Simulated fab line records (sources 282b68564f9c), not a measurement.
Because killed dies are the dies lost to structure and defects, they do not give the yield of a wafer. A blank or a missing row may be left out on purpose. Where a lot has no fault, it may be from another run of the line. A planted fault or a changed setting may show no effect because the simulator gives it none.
A struck lot beside a sound one    flow rit cmos    17 steps out of a route of 202
Sound: wafers L470.1, L470.3, L470.4. The struck wafers were L475.3, L475.5, L475.6. At the end, the cause is stated.
Each step with rows lists, per side, the tool, then ch with its chambers, then its first start. Under that, the readings that differ: sound wafers    struck wafers    difference of the means    sigmas: that difference in standard deviations of wafers without a fault.
alike: same words and numbers on both sides, and readings whose means sit less than 2 such deviations apart. not compared: any withheld reading, any reading some wafer has no value for, any bound like >300 that may hide the same value, and any number with overlapping values for which the record gives no deviation.
The two part at a step that has a row with sigmas, a row that says differs or no value, or rows on one side only. Non-overlapping numbers with no deviation appear without sigmas and do not part them. A reading missing from all wafers of one side parts the sides only when that side holds two or more wafers.

RIT_NWELL_TW_MEAS_10:
  sound: film metro-01 at day 2 17:02; struck: film metro-02 at day 3 19:41
  alike: NWELL_TW
then, 6 steps without rows for these wafers: RIT_PWELL_HMDS_00 (prime time 60 s); RIT_PWELL_COAT_01 (resist thk 1300 nm); RIT_PWELL_SOFTBAKE_02 (time 60 s); RIT_PWELL_EXPOSE_03 (exposes mask M3, target cd 43700 nm); RIT_PWELL_PEB_04; RIT_PWELL_DEVELOP_05 (develop time 68 s).
RIT_PWELL_OVL_MEAS_06:
  sound: overlay-02 at day 2 17:59; struck: overlay-02 at day 3 20:37
  alike: PWELL_OVL
then, 2 steps without rows for these wafers: RIT_PWELL_HARDBAKE_07 (time 120 s); RIT_PWELL_IMPLANT_08.
RIT_PWELL_STRIP_09: strips in O2, time 180 s.
  sound on plasma asher-04 ch 0,1, day 2 18:25; struck on plasma asher-04 ch 0,1, day 3 21:06
  alike: chamber pressure mTorr, drypump motor current A
  not compared: rf hours counter h
RIT_PWELL_TW_MEAS_10:
  sound: film metro-04 at day 2 18:35; struck: film metro-02 at day 3 21:14
  alike: PWELL_TW
RIT_WELLDRIVE_ANNEAL_00: time 14700 s.
  sound on furnace-04 ch 0, day 2 18:39; struck on furnace-04 ch 0, day 3 23:31
reading                 sound                 struck                difference  sigmas
spike tc centre C (C)   1103.0 1103.5 1104.6  1095.4 1094.1 1096.9  -8.2        -7
spike tc load C (C)     1128.4 1128.9 1128.7  1120.4 1120.0 1120.8  -8.3        -5
tube center temp C (C)  1100.1 1099.8 1100.1  1092.1 1092.1 1091.9  -8.0        -72
tube_center_temp_C_max  1103.3 1102.8 1103.0  1095.3 1094.9 1095.6  -7.8        -18
RIT_WELLDRIVE_RS_MEAS_01: the measuring method here is four-point-probe.
  sound: film metro-02 at day 2 23:44; struck: film metro-04 at day 4 04:38
reading            sound              struck             difference  sigmas
NWELL_RS (ohm/sq)  274.5 275.3 275.5  284.6 284.3 284.3  +9.3        +13
RIT_WELLDRIVE_RS_MEAS_02: the measuring method here is four-point-probe.
  sound: film metro-02 at day 2 23:51; struck: film metro-04 at day 4 04:46
reading            sound              struck             difference  sigmas
PWELL_RS (ohm/sq)  428.8 429.6 427.8  438.0 435.9 437.4  +8.4        +7
then, 1 step without rows for these wafers: RIT_NRETRO_HMDS_00 (prime time 60 s).
RIT_M1_PROBE_99:
  sound: prober-01 at day 4 06:13; struck: prober-02 at day 5 10:58
reading                                 sound              struck             difference  sigmas
model.etest.nwell pinched.rs ohm sq     335.7 338.1 338.4  362.3 361.8 357.6  +23.2       
model.etest.pwell pinched.rs ohm sq     457.6 463.5 467.1  485.6 480.8 484.1  +20.8       
model.etest.pwell.rs ohm sq             406.4 414.1 410.6  425.9 421.7 424.2  +13.6       
model.etest.diode pplus nwell.bv v (V)  6.424 6.435 6.478  6.548 6.568 6.521  +0.100      
model.etest.diode pplus comb.cj ff um2  2.09 2.086 2.098   2.067 2.068 2.065  -0.025      
model.etest.cap p gate.c min ff um2     2.329 2.333 2.329  2.35 2.353 2.365   +0.03       
  alike: killed at contacts, killed at front end, killed dies, killed open, killed short

## WHERE THEY PART
First at RIT_WELLDRIVE_ANNEAL_00; last, within this record, at RIT_WELLDRIVE_RS_MEAS_02. Later steps at which nothing parts them and some readings are alike: RIT_M1_PROBE_99.

WHY: whatever the simulator had introduced
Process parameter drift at RIT_WELLDRIVE_ANNEAL_00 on furnace-04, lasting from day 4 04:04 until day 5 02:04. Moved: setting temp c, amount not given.
